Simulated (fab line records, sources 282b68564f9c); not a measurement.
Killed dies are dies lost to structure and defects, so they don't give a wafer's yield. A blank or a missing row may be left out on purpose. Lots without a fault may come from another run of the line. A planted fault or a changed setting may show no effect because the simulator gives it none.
fab line records | flow rit_cmos | part 2 of 2: steps 33 to 44 of 44
record lots=5 wafers=15 last_day=7
route steps=202 shown NLDD@108 PLDD@114 SPACER@125 NSD@131 PSD@142
lots that met no fault: from a run of the same line without faults
start_h: hours from the record's first day to the start of the lot's first wafer shown | wait_h: hours since the lot's step before | " the same as in the row above | L1.1+2: a row that stands for several wafers | - no value, or no start given | * or withheld: withheld | < > ~ a bound
route shown NAME@n: a module of which the file shows steps, and the number in the route of the first | usual: mean/standard deviation of fault-free wafers | same: alike in all rows | chamber/n: place in a boat | sites: the reading at each site | _std_site: their standard deviation | _edge_site: outer sites' mean less inner sites' | radius_mm: how far each site lies from the wafer's centre | mask NAME#n: copy n | behind: the tool/chamber that last shaped the wafer | hold: why the lot was held/for how many hours/how that ended | device: the transistor (n, p or np) that didn't switch | end of line: the same wafers' tests at the end of the route | a step without rows: its recipe alone | killed: dies lost to structure and defects at the first sort, not the wafer's yield | map: a wafer's dies, x killed, . not, _ none there
set.NAME: the setting as run; set.NAME@STEP: as run at that earlier step | model.NAME: the simulator's own value behind a step, which no gauge read
lots at some steps of the route; a table a step, a row a wafer
services: from which hour (start_h, from the record's first day; less than 0 if before it) a tool's chamber was out of use, for how many hours, and why
## steps
# step RIT_NSD_STRIP_09
# recipe chemistry=O2 time_s=180 resist=NOVOLAK platen_temp_c=withheld power_w=500 pressure_mtorr=4000 o2_flow_sccm=4000
# usual chamber_pressure_mTorr=4000/4 drypump_motor_current_A=5.80/0.26
# columns lot.wafer tool chamber start_h wait_h chamber_pressure_mTorr drypump_motor_current_A rf_hours_counter_h
L078.2 plasma_asher-01 1 79.16 0.1 3996 5.55 42
L078.3 " 0 " " 4003 6.02 -
L078.4 " 1 " " 4009 5.56 -
L087.1 plasma_asher-02 1 118.40 0.1 4001 5.88 49
L087.3 " 1 " " 3998 5.89 -
L087.4 " 0 " " 4001 6.13 -
L089.2 plasma_asher-01 1 126.92 0.1 4005 5.55 1
L089.5 " 1 " " 3993 5.53 -
L089.6 " 0 " " 4006 6.00 -
L092.2 plasma_asher-01 0 143.75 0.1 4001 6.00 2
L092.3 " 1 " " 4004 5.56 -
L092.6 " 1 " " 4002 5.56 -
L095.2 plasma_asher-02 1 164.61 0.1 4004 5.89 53
L095.4 " 0 " " 3999 6.17 -
L095.6 " 0 " " 3998 6.15 -
# step RIT_NSD_TW_MEAS_10
# usual NSD_TW=3109/31
# columns lot.wafer tool chamber start_h wait_h NSD_TW
L078.2 film_metro-03 - 79.35 0.1 3064
L078.3 " - " " 3067
L078.4 " - " " 3077
L087.1 film_metro-03 - 118.57 0.1 3062
L087.3 " - " " 3067
L087.4 " - " " 3063
L089.2 film_metro-02 - 127.10 0.1 3087
L089.5 " - " " 3070
L089.6 " - " " 3068
L092.2 film_metro-03 - 143.94 0.1 3116
L092.3 " - " " 3130
L092.6 " - " " 3114
L095.2 film_metro-02 - 164.83 0.2 3108
L095.4 " - " " 3093
L095.6 " - " " 3103
# step RIT_PSD_HMDS_00
# recipe prime_time_s=60 prime_temp_c=140
# columns lot.wafer tool chamber start_h wait_h
L078.2+3+4 litho_track-03 0 79.42 0.1
L087.1+3+4 litho_track-01 0 118.63 0.1
L089.2+5+6 litho_track-01 0 127.18 0.1
L092.2+3+6 litho_track-03 0 144.01 0.1
L095.2+4+6 litho_track-01 0 164.91 0.1
# step RIT_PSD_COAT_01
# recipe resist=NOVOLAK spin_rpm=3250 resist_thk_nm=1000
# columns lot.wafer tool chamber start_h wait_h
L078.2+3+4 litho_track-03 0 79.57 0.1
L087.1+3+4 litho_track-01 0 118.78 0.1
L089.2+5+6 litho_track-01 0 127.33 0.1
L092.2+3+6 litho_track-03 0 144.16 0.1
L095.2+4+6 litho_track-01 0 165.06 0.1
# step RIT_PSD_SOFTBAKE_02
# recipe resist=NOVOLAK temp_c=90 time_s=60
# columns lot.wafer tool chamber start_h wait_h
L078.2+3+4 litho_track-03 0 79.72 0.1
L087.1+3+4 litho_track-01 0 118.93 0.1
L089.2+5+6 litho_track-01 0 127.48 0.1
L092.2+3+6 litho_track-03 0 144.31 0.1
L095.2+4+6 litho_track-01 0 165.21 0.1
# step RIT_PSD_EXPOSE_03
# recipe mask_id=M10 na=0.57 target_cd_nm=40900 dose_mj=250
# usual exposure_dose_mJ_cm2=249.97/0.24
# columns lot.wafer tool chamber start_h wait_h mask exposure_dose_mJ_cm2
L078.2 iline_stepper-02 0 80.11 0.4 M10#0 249.91
L078.3 " 0 " " M10#0 250.12
L078.4 " 0 " " M10#0 249.77
L087.1 iline_stepper-02 0 119.08 0.1 M10#0 250.01
L087.3 " 0 " " M10#0 249.70
L087.4 " 0 " " M10#0 249.74
L089.2 iline_stepper-02 0 127.75 0.2 M10#0 250.49
L089.5 " 0 " " M10#0 250.23
L089.6 " 0 " " M10#0 250.52
L092.2 iline_stepper-01 0 144.58 0.2 M10#0 250.23
L092.3 " 0 " " M10#0 249.89
L092.6 " 0 " " M10#0 249.90
L095.2 iline_stepper-02 0 165.35 0.1 M10#0 250.48
L095.4 " 0 " " M10#0 250.43
L095.6 " 0 " " M10#0 250.27
# step RIT_PSD_PEB_04
# recipe resist=NOVOLAK temp_c=withheld time_s=withheld
# columns lot.wafer tool chamber start_h wait_h
L078.2+3+4 litho_track-01 0 80.23 0.1
L087.1+3+4 litho_track-02 0 119.20 0.1
L089.2+5+6 litho_track-01 0 127.87 0.1
L092.2+3+6 litho_track-02 0 144.70 0.1
L095.2+4+6 litho_track-02 0 165.48 0.1
# step RIT_PSD_DEVELOP_05
# recipe resist=NOVOLAK develop_time_s=50 dev_temp_c=23
# columns lot.wafer tool chamber start_h wait_h
L078.2+3+4 litho_track-01 0 - -
L087.1+3+4 litho_track-02 0 - -
L089.2+5+6 litho_track-01 0 - -
L092.2+3+6 litho_track-02 0 - -
L095.2+4+6 litho_track-02 0 - -
# step RIT_PSD_OVL_MEAS_06
# usual PSD_OVL=-0.6/1.2
# columns lot.wafer tool chamber start_h wait_h PSD_OVL[nm]
L078.2 overlay-01 - 80.49 - -2.8
L078.3 " - " " -2.0
L078.4 " - " " -1.7
L087.1 overlay-02 - 119.48 - -1.0
L087.3 " - " " -0.7
L087.4 " - " " -2.8
L089.2 overlay-02 - 128.13 - 0.6
L089.5 " - " " 1.7
L089.6 " - " " 1.8
L092.2 overlay-01 - 144.97 - -1.9
L092.3 " - " " -2.2
L092.6 " - " " -0.9
L095.2 overlay-01 - 165.74 - -1.5
L095.4 " - " " -0.6
L095.6 " - " " -0.1
# step RIT_PSD_HARDBAKE_07
# recipe resist=NOVOLAK temp_c=140 time_s=60
# columns lot.wafer tool chamber start_h wait_h
L078.2+3+4 litho_track-01 0 80.55 0.0
L087.1+3+4 litho_track-02 0 119.52 0.0
L089.2+5+6 litho_track-01 0 128.19 0.0
L092.2+3+6 litho_track-03 0 145.02 0.0
L095.2+4+6 litho_track-03 0 165.79 0.0
# step RIT_PSD_IMPLANT_08
# recipe species=BF2 energy_kev=27 dose_cm2=5e+15 tilt_deg=7
# usual tilt_deg=6.998/0.019
# columns lot.wafer tool chamber start_h wait_h tilt_deg
L078.2 implanter-02 0 80.70 0.1 7.001
L078.3 " 0 " " 7.001
L078.4 " 0 " " 7.005
L087.1 implanter-03 0 119.67 0.1 6.990
L087.3 " 0 " " 7.019
L087.4 " 0 " " 6.983
L089.2 implanter-02 0 128.34 0.1 7.008
L089.5 " 0 " " 7.014
L089.6 " 0 " " 7.001
L092.2 implanter-03 0 145.17 0.1 7.025
L092.3 " 0 " " 7.031
L092.6 " 0 " " 7.015
L095.2 implanter-02 0 165.94 0.1 6.987
L095.4 " 0 " " 6.997
L095.6 " 0 " " 7.011
# step RIT_PSD_STRIP_09
# recipe chemistry=O2 time_s=180 resist=NOVOLAK platen_temp_c=withheld power_w=500 pressure_mtorr=4000 o2_flow_sccm=4000
# usual chamber_pressure_mTorr=4000/4.4 drypump_motor_current_A=5.87/0.27
# columns lot.wafer tool chamber start_h wait_h chamber_pressure_mTorr drypump_motor_current_A rf_hours_counter_h
L078.2 plasma_asher-02 1 80.82 0.1 4003 5.91 44
L078.3 " 0 " " 4000 6.14 -
L078.4 " 1 " " 4002 5.90 -
L087.1 plasma_asher-01 1 119.82 0.1 4004 5.58 0
L087.3 " 1 " " 3998 5.59 -
L087.4 " 0 " " 4002 6.01 -
L089.2 plasma_asher-01 0 128.46 0.1 4004 6.03 1
L089.5 " 1 " " 4002 5.57 -
L089.6 " 0 " " 4007 6.03 -
L092.2 plasma_asher-01 0 145.30 0.1 4000 5.99 3
L092.3 " 1 " " 3998 5.55 -
L092.6 " 1 " " 3999 5.55 -
L095.2 plasma_asher-01 0 166.07 0.1 4003 6.00 5
L095.4 " 0 " " 4001 6.00 -
L095.6 " 0 " " 3999 5.99 -
## services
# columns tool chamber start_h hours kind
plasma_asher-04 - 49.04 2.8 pm
rie_diel-01 0 58.46 7.9 repair
implanter-02 - 65.25 1.1 repair
iline_stepper-01 - 77.36 6.5 repair
rie_diel-01 0 80.34 5.4 repair
plasma_asher-04 - 85.90 2.0 repair
plasma_asher-04 - 89.52 2.1 repair
rie_diel-03 3 101.35 5.6 repair
rie_diel-03 0 104.54 33.8 repair
iline_stepper-01 - 107.67 1.7 pm
rie_diel-01 0 108.62 3.2 repair
plasma_asher-01 - 108.75 9.0 pm
implanter-01 - 111.06 7.1 pm
implanter-03 - 114.12 2.9 pm
rie_diel-03 1 125.62 6.0 repair
lpcvd-01 - 127.38 1.0 repair
rie_diel-03 - 131.92 1.6 repair
rie_diel-01 - 134.00 0.2 repair
rie_diel-03 1 135.44 12.9 repair
rie_diel-01 2 136.38 7.9 repair
implanter-02 - 146.01 7.7 repair
implanter-01 - 146.34 4.8 pm
implanter-02 - 146.70 2.6 repair
iline_stepper-02 - 147.81 1.7 pm
